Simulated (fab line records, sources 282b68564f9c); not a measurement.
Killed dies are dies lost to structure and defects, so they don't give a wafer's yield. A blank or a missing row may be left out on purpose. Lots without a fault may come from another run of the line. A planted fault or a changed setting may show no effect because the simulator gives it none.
fab line records | flow rit_cmos | part 1 of 2: steps 1 to 27 of 28
record lots=5 wafers=23
route steps=202 shown ACTIVE@4 FOX2@23 PWELL@41 NRETRO@61 PRETRO@72 GATE@91 REOX@101 NLDD@111 M1@202
start_h: hours from the record's first day to the start of the lot's first wafer shown | wait_h: hours since the lot's step before | " the same as in the row above | L1.1+2: a row that stands for several wafers | - no value, or no start given | * or withheld: withheld | < > ~ a bound
route shown NAME@n: a module of which the file shows steps, and the number in the route of the first | usual: mean/standard deviation of fault-free wafers | same: alike in all rows | chamber/n: place in a boat | sites: the reading at each site | _std_site: their standard deviation | _edge_site: outer sites' mean less inner sites' | radius_mm: how far each site lies from the wafer's centre | mask NAME#n: copy n | behind: the tool/chamber that last shaped the wafer | hold: why the lot was held/for how many hours/how that ended | device: the transistor (n, p or np) that didn't switch | end of line: the same wafers' tests at the end of the route | a step without rows: its recipe alone | killed: dies lost to structure and defects at the first sort, not the wafer's yield | map: a wafer's dies, x killed, . not, _ none there
set.NAME: the setting as run; set.NAME@STEP: as run at that earlier step | model.NAME: the simulator's own value behind a step, which no gauge read
lots whose settings were changed on purpose; a table a step, a row a wafer
## steps
# step RIT_ACTIVE_CVD_03
# recipe material=Si3N4 target_thk_nm=150 temp_c=810 precursor=SiH2Cl2/NH3 time_s=1500 pressure_mtorr=300 sih2cl2_flow_sccm=60 nh3_flow_sccm=150
# columns lot.wafer tool chamber start_h wait_h set.pressure_mtorr model.Si3N4_of_ACTIVE_CVD_03.thk_nm
L074.1 - - - 0.1 311.9 149.4
L074.2 " - " " 311.9 150
L074.3 " - " " 311.9 149.1
L074.4 " - " " 311.9 150.5
L074.5 " - " " 311.9 150.1
L081.1 - - - 0.1 314.7 149.9
L081.2 " - " " 314.7 150.2
L081.3 " - " " 314.7 151.6
L081.4 " - " " 314.7 150.4
L081.5 " - " " 314.7 150.5
L083.1 - - - 0.1 343.6 155.5
L083.2 " - " " 343.6 155.2
L083.3+5 " - " " 343.6 156.1
L083.6 " - " " 343.6 155.6
L084.3 lpcvd-02 1 62.65 0.0 300 148.6
L084.5 " 1 " " 300 147.3
L084.6 " 1 " " 300 148.3
L085.1 - - - 0.1 259.6 144.7
L085.2 " - " " 259.6 144.8
L085.3+6 " - " " 259.6 145.1
L085.4 " - " " 259.6 145.7
# step RIT_ACTIVE_THK_MEAS_04
# recipe reads=Si3N4_of_ACTIVE_CVD_03
# usual ACTIVE_NITRIDE_THK=149.3/1.3
# columns lot.wafer tool chamber start_h wait_h set.pressure_mtorr@ACTIVE_CVD_03 ACTIVE_NITRIDE_THK[nm]
L074.1 film_metro-04 - - - 311.9 149.4
L074.2 " - " " 311.9 150.0
L074.3 " - " " 311.9 149.0
L074.4 " - " " 311.9 150.4
L074.5 " - " " 311.9 150.1
L081.1 film_metro-04 - - - 314.7 149.8
L081.2 " - " " 314.7 150.1
L081.3 " - " " 314.7 151.3
L081.4 " - " " 314.7 150.5
L081.5 " - " " 314.7 150.6
L083.1 film_metro-02 - - - 343.6 155.5
L083.2 " - " " 343.6 155.1
L083.3 " - " " 343.6 156.1
L083.5 " - " " 343.6 156.3
L083.6 " - " " 343.6 155.6
L084.3 film_metro-04 - 64.09 0.0 300 148.6
L084.5 " - " " 300 147.4
L084.6 " - " " 300 148.3
L085.1 film_metro-04 - - - 259.6 144.7
L085.2 " - " " 259.6 144.6
L085.3 " - " " 259.6 145.1
L085.4 " - " " 259.6 145.7
L085.6 " - " " 259.6 145.0
# step RIT_ACTIVE_COAT_06
# recipe resist=NOVOLAK spin_rpm=3250 resist_thk_nm=1000
# columns lot.wafer tool chamber start_h wait_h set.resist_thk_nm model.NOVOLAK_of_ACTIVE_COAT_06.thk_nm
L074.1 litho_track-01 0 13.74 0.1 1053 1057
L074.2 " 0 " " 1053 1055
L074.3 " 0 " " 1000 1003
L074.4 " 0 " " 1000 1001
L074.5 " 0 " " 1053 1054
L081.1 litho_track-01 0 49.27 0.1 1000 999.9
L081.2+3 " 0 " " 1030 1029
L081.4 " 0 " " 1000 996.9
L081.5 " 0 " " 1000 1001
L083.1 litho_track-03 0 61.65 0.1 1000 1003
L083.2 " 0 " " 1033 1038
L083.3 " 0 " " 1033 1039
L083.5+6 " 0 " " 1000 1001
L084.3 litho_track-03 0 64.33 0.1 1000 997.8
L084.5 " 0 " " 1000 997.7
L084.6 " 0 " " 1000 999
L085.1 litho_track-02 0 70.73 0.1 1000 1000
L085.2 " 0 " " 983.6 983.1
L085.3 " 0 " " 983.6 984.1
L085.4 " 0 " " 983.6 981
L085.6 " 0 " " 1000 999.6
# step RIT_ACTIVE_SOFTBAKE_07
# recipe resist=NOVOLAK temp_c=90 time_s=60
# step RIT_ACTIVE_EXPOSE_08
# recipe mask_id=M1 na=0.6 source_shape=conventional sigma_outer=0.6 target_cd_nm=1400 dose_mj=225
# step RIT_ACTIVE_PEB_09
# recipe resist=NOVOLAK temp_c=withheld time_s=withheld
# step RIT_ACTIVE_DEVELOP_10
# recipe resist=NOVOLAK develop_time_s=48.04 dev_temp_c=23
# step RIT_ACTIVE_CD_MEAS_11
# recipe target_cd_nm=1400
# usual cd_nm=1400.0/2.2
# columns lot.wafer tool chamber start_h wait_h set.resist_thk_nm@ACTIVE_COAT_06 cd_nm
L074.1 cd_sem-01 - 14.56 - 1053 1406.6
L074.2 " - " " 1053 1405.7
L074.3 " - " " 1000 1401.0
L074.4 " - " " 1000 1399.0
L074.5 " - " " 1053 1406.7
L081.1 cd_sem-02 - 50.09 - 1000 1393.5
L081.2 " - " " 1030 1399.5
L081.3 " - " " 1030 1399.6
L081.4 " - " " 1000 1397.1
L081.5 " - " " 1000 1396.3
L083.1 cd_sem-02 - 62.35 - 1000 1394.9
L083.2 " - " " 1033 1401.9
L083.3 " - " " 1033 1401.3
L083.5 " - " " 1000 1397.5
L083.6 " - " " 1000 1397.9
L084.3 cd_sem-01 - 65.02 - 1000 1400.3
L084.5 " - " " 1000 1401.2
L084.6 " - " " 1000 1400.3
L085.1 cd_sem-02 - 71.56 - 1000 1403.5
L085.2 " - " " 983.6 1401.5
L085.3 " - " " 983.6 1402.1
L085.4 " - " " 983.6 1399.8
L085.6 " - " " 1000 1401.3
# step RIT_ACTIVE_HARDBAKE_12
# recipe resist=NOVOLAK temp_c=140 time_s=60
# columns lot.wafer tool chamber start_h wait_h set.resist_thk_nm@ACTIVE_COAT_06 model.NOVOLAK_of_ACTIVE_COAT_06.thk_nm
L074.1 litho_track-02 0 14.68 0.1 1053 933.6
L074.2 " 0 " " 1053 931.7
L074.3 " 0 " " 1000 886.2
L074.4 " 0 " " 1000 885
L074.5 " 0 " " 1053 930.8
L081.1 litho_track-03 0 50.21 0.1 1000 883.7
L081.2 " 0 " " 1030 909.1
L081.3 " 0 " " 1030 908.8
L081.4 " 0 " " 1000 881.1
L081.5 " 0 " " 1000 884.9
L083.1 litho_track-02 0 62.47 0.1 1000 886.4
L083.2 " 0 " " 1033 916.7
L083.3 " 0 " " 1033 917.8
L083.5 " 0 " " 1000 884.5
L083.6 " 0 " " 1000 885
L084.3 litho_track-02 0 65.15 0.1 1000 881.9
L084.5 " 0 " " 1000 881.8
L084.6 " 0 " " 1000 882.9
L085.1 litho_track-01 0 71.68 0.1 1000 884.2
L085.2 " 0 " " 983.6 869
L085.3 " 0 " " 983.6 869.9
L085.4 " 0 " " 983.6 867.1
L085.6 " 0 " " 1000 883.4
# step RIT_ACTIVE_ETCH_13
# recipe stop_on=SiO2 chemistry=SF6 target=Si3N4 time_s=210 over_etch_frac=0.4 SF6_flow_sccm=200 pressure_mtorr=260 rf_w=125 target_depth_a=2100
# columns lot.wafer tool chamber start_h wait_h set.time_s set.pressure_mtorr@ACTIVE_CVD_03 set.resist_thk_nm@ACTIVE_COAT_06 model.NOVOLAK_of_ACTIVE_COAT_06.thk_nm model.etch.depth_nm
L074.1 rie_diel-04 2 14.83 0.1 210 311.9 1053 709.9 -
L074.2 " 1 " " 219.3 311.9 1053 692.1 -
L074.3 " 0 " " 219.3 311.9 1000 652.6 -
L074.4 " 3 " " 219.3 311.9 1000 654.3 150.5
L074.5 " 2 " " 210 311.9 1053 707.6 150.1
L081.1 rie_diel-03 3 50.36 0.1 185 314.7 1000 677.1 -
L081.2 " 1 " " 210 314.7 1030 671.5 150.2
L081.3 " 2 " " 210 314.7 1030 677.2 151.6
L081.4 " 0 " " 185 314.7 1000 674.5 150.4
L081.5 " 1 " " 210 314.7 1000 647.9 -
L083.1 rie_diel-03 1 62.62 0.1 197.4 343.6 1000 663.8 -
L083.2 " 0 " " 197.4 343.6 1033 698.5 -
L083.3 " 2 " " 210 343.6 1033 685.7 -
L083.5 " 1 " " 210 343.6 1000 648.9 156.1
L083.6 " 0 " " 210 343.6 1000 651.3 155.6
L084.3 rie_diel-04 3 65.25 0.1 210 300 1000 662.1 148.6
L084.5 " 2 " " 210 300 1000 657.3 147.3
L084.6 " 3 " " 210 300 1000 660.3 148.3
L085.1 rie_diel-04 2 71.83 0.1 210 259.6 1000 657.5 144.7
L085.2 " 3 " " 210 259.6 983.6 646.3 144.8
L085.3 " 1 " " 226.4 259.6 983.6 622 145.1
L085.4 " 0 " " 226.4 259.6 983.6 625.2 145.7
L085.6 " 1 " " 210 259.6 1000 656 145.1
# step RIT_ACTIVE_STRIP_14
# recipe chemistry=O2 time_s=180 resist=NOVOLAK platen_temp_c=withheld power_w=500 pressure_mtorr=4000 o2_flow_sccm=4000
# step RIT_ACTIVE_CD_MEAS_90
# recipe target_cd_nm=1400
# usual cd_nm=1400.0/2.3
# columns lot.wafer tool chamber start_h wait_h set.resist_thk_nm@ACTIVE_COAT_06 cd_nm
L074.1 cd_sem-02 - 15.14 0.1 1053 1407.1
L074.2 " - " " 1053 1405.4
L074.3 " - " " 1000 1401.1
L074.4 " - " " 1000 1398.8
L074.5 " - " " 1053 1406.6
L081.1 cd_sem-02 - 50.67 0.1 1000 1393.7
L081.2 " - " " 1030 1399.1
L081.3 " - " " 1030 1399.2
L081.4 " - " " 1000 1397.0
L081.5 " - " " 1000 1396.1
L083.1 cd_sem-01 - 62.93 0.1 1000 1395.4
L083.2 " - " " 1033 1401.7
L083.3 " - " " 1033 1401.5
L083.5 " - " " 1000 1397.3
L083.6 " - " " 1000 1398.2
L084.3 cd_sem-01 - 65.60 0.1 1000 1400.4
L084.5 " - " " 1000 1401.3
L084.6 " - " " 1000 1400.6
L085.1 cd_sem-01 - 72.14 0.1 1000 1403.6
L085.2 " - " " 983.6 1401.2
L085.3 " - " " 983.6 1402.4
L085.4 " - " " 983.6 1399.7
L085.6 " - " " 1000 1401.1
# step RIT_FOX2_OXIDATION_00
# recipe temp_c=1100 ambient=H2O target_thk_a=3507 p_h2o_torr=720 ox_time_s=1130
# columns lot.wafer tool chamber start_h wait_h set.ox_time_s set.pressure_mtorr@ACTIVE_CVD_03 model.SiO2_of_FOX2_OXIDATION_00.thk_nm model.Si3N4_of_ACTIVE_CVD_03.thk_nm
L074.1 - - - 0.0 995.6 311.9 315.9 131.1
L074.2 " - " " 995.6 311.9 321 131.7
L074.3 " - " " 995.6 311.9 325 130.7
L074.4 " - " " 995.6 311.9 318.7 132.1
L074.5 " - " " 995.6 311.9 323.4 131.7
L081.1 - - - 2.9 1072 314.7 325.2 131.3
L081.2 " - " " 1072 314.7 332.3 131.6
L081.3 " - " " 1072 314.7 329.2 133
L081.4 " - " " 1072 314.7 327.5 131.9
L081.5 " - " " 1072 314.7 324.5 132
L083.1 - - - 0.9 1130 343.6 344.6 136.6
L083.2 " - " " 1130 343.6 345 136.3
L083.3 " - " " 1130 343.6 341.5 137.3
L083.5 " - " " 1130 343.6 343.6 137.2
L083.6 " - " " 1130 343.6 338.4 136.8
L084.3 furnace-04 0 69.07 0.0 1130 300 345.4 129.8
L084.5 " 0 " " 1130 300 343.9 128.5
L084.6 " 0 " " 1130 300 349.2 129.5
L085.1 - - - 1.9 1013 259.6 316.7 126.3
L085.2 " - " " 1013 259.6 318.9 126.4
L085.3 " - " " 1013 259.6 314.6 126.7
L085.4 " - " " 1013 259.6 316 127.3
L085.6 " - " " 1013 259.6 326.1 126.7
# step RIT_PWELL_SOFTBAKE_02
# recipe resist=NOVOLAK temp_c=90 time_s=60
# columns lot.wafer tool chamber start_h wait_h set.temp_c
L074.1+4 litho_track-04 0 23.93 0.1 87.61
L074.2+3+5 " 0 " " 90
L081.1+3 litho_track-02 0 60.89 0.1 88.91
L081.2+4+5 " 0 " " 90
L083.1+2+5 litho_track-04 0 70.53 0.1 87.47
L083.3+6 " 0 " " 90
L084.3+5+6 litho_track-02 0 73.29 0.1 90
L085.1+2+4 litho_track-02 0 81.88 0.1 92.1
L085.3+6 " 0 " " 90
# step RIT_PWELL_EXPOSE_03
# recipe mask_id=M3 na=0.57 target_cd_nm=43700 dose_mj=250
# step RIT_PWELL_PEB_04
# recipe resist=NOVOLAK temp_c=withheld time_s=withheld
# step RIT_PWELL_DEVELOP_05
# recipe resist=NOVOLAK develop_time_s=68 dev_temp_c=23
# columns lot.wafer tool chamber start_h wait_h set.temp_c@PWELL_SOFTBAKE_02 model.NOVOLAK_of_PWELL_COAT_01.thk_nm
L074.1 litho_track-04 0 - - 87.61 1296
L074.2 " 0 " " 90 1285
L074.3 " 0 " " 90 1290
L074.4 " 0 " " 87.61 1300
L074.5 " 0 " " 90 1291
L081.1 litho_track-02 0 - - 88.91 1307
L081.2 " 0 " " 90 1306
L081.3 " 0 " " 88.91 1306
L081.4 " 0 " " 90 1301
L081.5 " 0 " " 90 1298
L083.1 litho_track-04 0 - - 87.47 1301
L083.2 " 0 " " 87.47 1299
L083.3 " 0 " " 90 1293
L083.5 " 0 " " 87.47 1302
L083.6 " 0 " " 90 1294
L084.3 litho_track-04 0 - - 90 1296
L084.5 " 0 " " 90 1301
L084.6 " 0 " " 90 1297
L085.1+2 litho_track-04 0 - - 92.1 1288
L085.3 " 0 " " 90 1293
L085.4 " 0 " " 92.1 1285
L085.6 " 0 " " 90 1295
# step RIT_NRETRO_IMPLANT_08
# recipe species=P energy_kev=70 dose_cm2=1e+13 tilt_deg=7
# columns lot.wafer tool chamber start_h wait_h set.dose_cm2
L074.1+2+5 implanter-01 0 31.67 0.2 1e+13
L074.3+4 " 0 " " 9.339e+12
L081.1+3+4 implanter-01 0 68.87 0.2 1e+13
L081.2+5 " 0 " " 1.058e+13
L083.1+2+3+5+6 implanter-03 0 78.88 0.2 1e+13
L084.3+5+6 implanter-01 0 81.30 0.2 1e+13
L085.1+3+4 implanter-01 0 90.14 0.2 1e+13
L085.2+6 " 0 " " 1.044e+13
# step RIT_NRETRO_STRIP_09
# recipe chemistry=O2 time_s=180 resist=NOVOLAK platen_temp_c=withheld power_w=500 pressure_mtorr=4000 o2_flow_sccm=4000
# step RIT_NRETRO_TW_MEAS_10
# usual NRETRO_TW=1046/4.8
# columns lot.wafer tool chamber start_h wait_h set.dose_cm2@NRETRO_IMPLANT_08 NRETRO_TW
L074.1 film_metro-03 - 32.00 0.1 1e+13 1052
L074.2 " - " " 1e+13 1048
L074.3 " - " " 9.339e+12 1026
L074.4 " - " " 9.339e+12 1024
L074.5 " - " " 1e+13 1052
L081.1 film_metro-03 - 69.20 0.1 1e+13 1044
L081.2 " - " " 1.058e+13 1066
L081.3 " - " " 1e+13 1046
L081.4 " - " " 1e+13 1044
L081.5 " - " " 1.058e+13 1058
L083.1 film_metro-03 - 79.21 0.1 1e+13 1055
L083.2 " - " " 1e+13 1054
L083.3 " - " " 1e+13 1051
L083.5 " - " " 1e+13 1058
L083.6 " - " " 1e+13 1059
L084.3 film_metro-02 - 81.59 0.1 1e+13 1044
L084.5 " - " " 1e+13 1046
L084.6 " - " " 1e+13 1047
L085.1 film_metro-02 - 90.47 0.1 1e+13 1040
L085.2 " - " " 1.044e+13 1059
L085.3 " - " " 1e+13 1048
L085.4 " - " " 1e+13 1046
L085.6 " - " " 1.044e+13 1057
# step RIT_PRETRO_IMPLANT_08
# recipe species=B energy_kev=45 dose_cm2=1.2e+13 tilt_deg=7
# columns lot.wafer tool chamber start_h wait_h set.energy_kev model.implant.rp_nm model.implant.drp_nm
L074.1+5 implanter-01 0 33.22 0.2 43.71 140.4 54.13
L074.2+3+4 " 0 " " 45 144.3 55.07
L081.1+2+5 implanter-01 0 70.42 0.2 44.14 140.3 54.44
L081.3+4 " 0 " " 45 142.9 55.07
L083.1+3+6 implanter-02 0 80.63 0.2 45 144.6 55.07
L083.2+5 " 0 " " 46.94 150.5 56.46
L084.3+5+6 implanter-04 0 82.90 0.2 45 143.6 55.07
L085.1+2+6 implanter-02 0 91.70 0.2 46.8 148.8 56.36
L085.3+4 " 0 " " 45 143.4 55.07
# step RIT_GATE_DEVELOP_15
# recipe resist=NOVOLAK develop_time_s=50 dev_temp_c=23
# columns lot.wafer tool chamber start_h wait_h set.dev_temp_c
L074.1+3+4 litho_track-04 0 - - 20.33
L074.2+5 " 0 " " 23
L081.1+4+5 litho_track-04 0 - - 23
L081.2+3 " 0 " " 20.55
L083.1+5 litho_track-02 0 - - 20.26
L083.2+3+6 " 0 " " 23
L084.3+5+6 litho_track-01 0 - - 23
L085.1+3 litho_track-01 0 - - 23
L085.2+4+6 " 0 " " 20.46
# step RIT_REOX_OXIDATION_03
# recipe temp_c=900 ambient=O2 target_thk_a=252 ox_time_s=5580
# columns lot.wafer tool chamber start_h wait_h set.temp_c model.SiO2_of_REOX_OXIDATION_03.thk_nm
L074.1 - - - 1.7 889.8 22.95
L074.2 " - " " 889.8 22.77
L074.3 " - " " 889.8 23.44
L074.4 " - " " 889.8 22.96
L074.5 " - " " 889.8 23.18
L081.1 - - - 1.0 883.3 20.94
L081.2 " - " " 883.3 21.14
L081.3 " - " " 883.3 20.65
L081.4 " - " " 883.3 20.96
L081.5 " - " " 883.3 21.28
L083.1 - - - 1.7 892.5 23.73
L083.2 " - " " 892.5 23.74
L083.3 " - " " 892.5 23.89
L083.5 " - " " 892.5 23.54
L083.6 " - " " 892.5 23.77
L084.3 furnace-01 0 92.04 3.3 900 25.13
L084.5 " 0 " " 900 25.25
L084.6 " 0 " " 900 25.11
L085.1 - - - 0.0 900 25.35
L085.2 " - " " 900 25.46
L085.3 " - " " 900 25.13
L085.4 " - " " 900 25.32
L085.6 " - " " 900 25.38
# step RIT_REOX_THK_MEAS_04
# recipe reads=SiO2_of_REOX_OXIDATION_03
# usual REOX_OXIDE_THK=25.2/0.53
# columns lot.wafer tool chamber start_h wait_h set.temp_c@REOX_OXIDATION_03 REOX_OXIDE_THK[nm]
L074.1 film_metro-04 - - - 889.8 22.9
L074.2 " - " " 889.8 22.7
L074.3 " - " " 889.8 23.4
L074.4 " - " " 889.8 22.9
L074.5 " - " " 889.8 23.2
L081.1 film_metro-04 - - - 883.3 20.9
L081.2 " - " " 883.3 21.1
L081.3 " - " " 883.3 20.6
L081.4 " - " " 883.3 21.0
L081.5 " - " " 883.3 21.3
L083.1 film_metro-01 - - - 892.5 23.7
L083.2 " - " " 892.5 23.7
L083.3 " - " " 892.5 23.9
L083.5 " - " " 892.5 23.6
L083.6 " - " " 892.5 23.8
L084.3 film_metro-01 - 94.61 0.0 900 25.1
L084.5 " - " " 900 25.3
L084.6 " - " " 900 25.1
L085.1 film_metro-02 - - - 900 25.4
L085.2 " - " " 900 25.5
L085.3 " - " " 900 25.1
L085.4 " - " " 900 25.4
L085.6 " - " " 900 25.3
# step RIT_NLDD_IMPLANT_08
# recipe species=P energy_kev=20 dose_cm2=5e+14 tilt_deg=7
# columns lot.wafer tool chamber start_h wait_h set.dose_cm2
L074.1+3 implanter-04 0 45.86 0.1 5e+14
L074.2+4+5 " 0 " " 4.846e+14
L081.1+5 implanter-02 0 82.44 0.1 4.656e+14
L081.2+3+4 " 0 " " 5e+14
L083.1+2+5 implanter-04 0 92.01 0.1 5e+14
L083.3+6 " 0 " " 5.172e+14
L084.3+5+6 implanter-02 0 95.89 0.1 5e+14
L085.1+2+3+4+6 implanter-04 0 103.40 0.1 5e+14
# step RIT_NLDD_STRIP_09
# recipe chemistry=O2 time_s=180 resist=NOVOLAK platen_temp_c=withheld power_w=500 pressure_mtorr=4000 o2_flow_sccm=4000
# step RIT_NLDD_TW_MEAS_10
# usual NLDD_TW=2480/10
# columns lot.wafer tool chamber start_h wait_h set.dose_cm2@NLDD_IMPLANT_08 NLDD_TW
L074.1 film_metro-02 - 46.19 0.1 5e+14 2492
L074.2 " - " " 4.846e+14 2475
L074.3 " - " " 5e+14 2494
L074.4 " - " " 4.846e+14 2457
L074.5 " - " " 4.846e+14 2465
L081.1 film_metro-02 - 82.76 0.1 4.656e+14 2436
L081.2 " - " " 5e+14 2465
L081.3 " - " " 5e+14 2475
L081.4 " - " " 5e+14 2481
L081.5 " - " " 4.656e+14 2427
L083.1 film_metro-03 - 92.34 0.1 5e+14 2500
L083.2 " - " " 5e+14 2491
L083.3 " - " " 5.172e+14 2510
L083.5 " - " " 5e+14 2503
L083.6 " - " " 5.172e+14 2515
L084.3 film_metro-03 - 96.19 0.1 5e+14 2501
L084.5 " - " " 5e+14 2477
L084.6 " - " " 5e+14 2479
L085.1 film_metro-04 - 103.73 0.1 5e+14 2472
L085.2 " - " " 5e+14 2478
L085.3 " - " " 5e+14 2477
L085.4 " - " " 5e+14 2472
L085.6 " - " " 5e+14 2466
## key
split step=RIT_ACTIVE_CVD_03 setting=pressure_mtorr stated=300 by=lot
response step=RIT_ACTIVE_CVD_03 reading=model.Si3N4_of_ACTIVE_CVD_03.thk_nm change=+0.368 per=1% r=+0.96
response step=RIT_ACTIVE_THK_MEAS_04 reading=ACTIVE_NITRIDE_THK change=+0.369 per=1% r=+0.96
response step=RIT_ACTIVE_ETCH_13 reading=model.etch.depth_nm change=+0.352 per=1% r=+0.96
response step=RIT_FOX2_OXIDATION_00 reading=model.Si3N4_of_ACTIVE_CVD_03.thk_nm change=+0.354 per=1% r=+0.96
split step=RIT_ACTIVE_COAT_06 setting=resist_thk_nm stated=1000 by=wafer
response step=RIT_ACTIVE_COAT_06 reading=model.NOVOLAK_of_ACTIVE_COAT_06.thk_nm change=+10.2 per=1% r=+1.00
response step=RIT_ACTIVE_CD_MEAS_11 reading=cd_nm change=+1.25 per=1% r=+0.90
response step=RIT_ACTIVE_HARDBAKE_12 reading=model.NOVOLAK_of_ACTIVE_COAT_06.thk_nm change=+8.96 per=1% r=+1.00
response step=RIT_ACTIVE_CD_MEAS_90 reading=cd_nm change=+1.22 per=1% r=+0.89
response step=RIT_ACTIVE_ETCH_13 reading=model.NOVOLAK_of_ACTIVE_COAT_06.thk_nm slope=+8.76 per=1% together_with=time_s@ACTIVE_ETCH_13 explained=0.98
split step=RIT_ACTIVE_ETCH_13 setting=time_s stated=210 by=wafer
response step=RIT_ACTIVE_ETCH_13 reading=model.NOVOLAK_of_ACTIVE_COAT_06.thk_nm slope=-2.42 per=1% together_with=resist_thk_nm@ACTIVE_COAT_06 explained=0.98
split step=RIT_FOX2_OXIDATION_00 setting=ox_time_s stated=1130 by=lot
response step=RIT_FOX2_OXIDATION_00 reading=model.SiO2_of_FOX2_OXIDATION_00.thk_nm change=+2.11 per=1% r=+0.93
split step=RIT_PWELL_SOFTBAKE_02 setting=temp_c stated=90 by=wafer
response step=RIT_PWELL_DEVELOP_05 reading=model.NOVOLAK_of_PWELL_COAT_01.thk_nm change=-3.07 per=1% r=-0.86
split step=RIT_NRETRO_IMPLANT_08 setting=dose_cm2 stated=1e+13 by=wafer
response step=RIT_NRETRO_TW_MEAS_10 reading=NRETRO_TW change=+3.44 per=1% r=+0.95
split step=RIT_PRETRO_IMPLANT_08 setting=energy_kev stated=45 by=wafer
response step=RIT_PRETRO_IMPLANT_08 reading=model.implant.rp_nm change=+1.36 per=1% r=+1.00
response step=RIT_PRETRO_IMPLANT_08 reading=model.implant.drp_nm change=+0.324 per=1% r=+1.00
split step=RIT_GATE_DEVELOP_15 setting=dev_temp_c stated=23 by=wafer
response step=RIT_M1_PROBE_99 reading=model.etest.pmos_turned.r_on_ohm_um change=+33.3 per=1% r=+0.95
response step=RIT_M1_PROBE_99 reading=model.etest.pmos_0p3.r_on_ohm_um change=+33.6 per=1% r=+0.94
response step=RIT_M1_PROBE_99 reading=model.etest.pmos_0p15.r_on_ohm_um change=+33.4 per=1% r=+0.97
response step=RIT_M1_PROBE_99 reading=model.etest.nmos_0p3.r_on_ohm_um change=+9.93 per=1% r=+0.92
response step=RIT_M1_PROBE_99 reading=model.etest.nmos_turned.drive_ua_um change=-3.98 per=1% r=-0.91
response step=RIT_M1_PROBE_99 reading=model.etest.nmos_0p15.drive_ua_um change=-7.46 per=1% r=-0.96
split step=RIT_REOX_OXIDATION_03 setting=temp_c stated=900 by=lot
response step=RIT_REOX_OXIDATION_03 reading=model.SiO2_of_REOX_OXIDATION_03.thk_nm change=+2.25 per=1% r=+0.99
response step=RIT_REOX_THK_MEAS_04 reading=REOX_OXIDE_THK change=+2.26 per=1% r=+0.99
split step=RIT_NLDD_IMPLANT_08 setting=dose_cm2 stated=5e+14 by=wafer
response step=RIT_NLDD_TW_MEAS_10 reading=NLDD_TW change=+6.21 per=1% r=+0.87
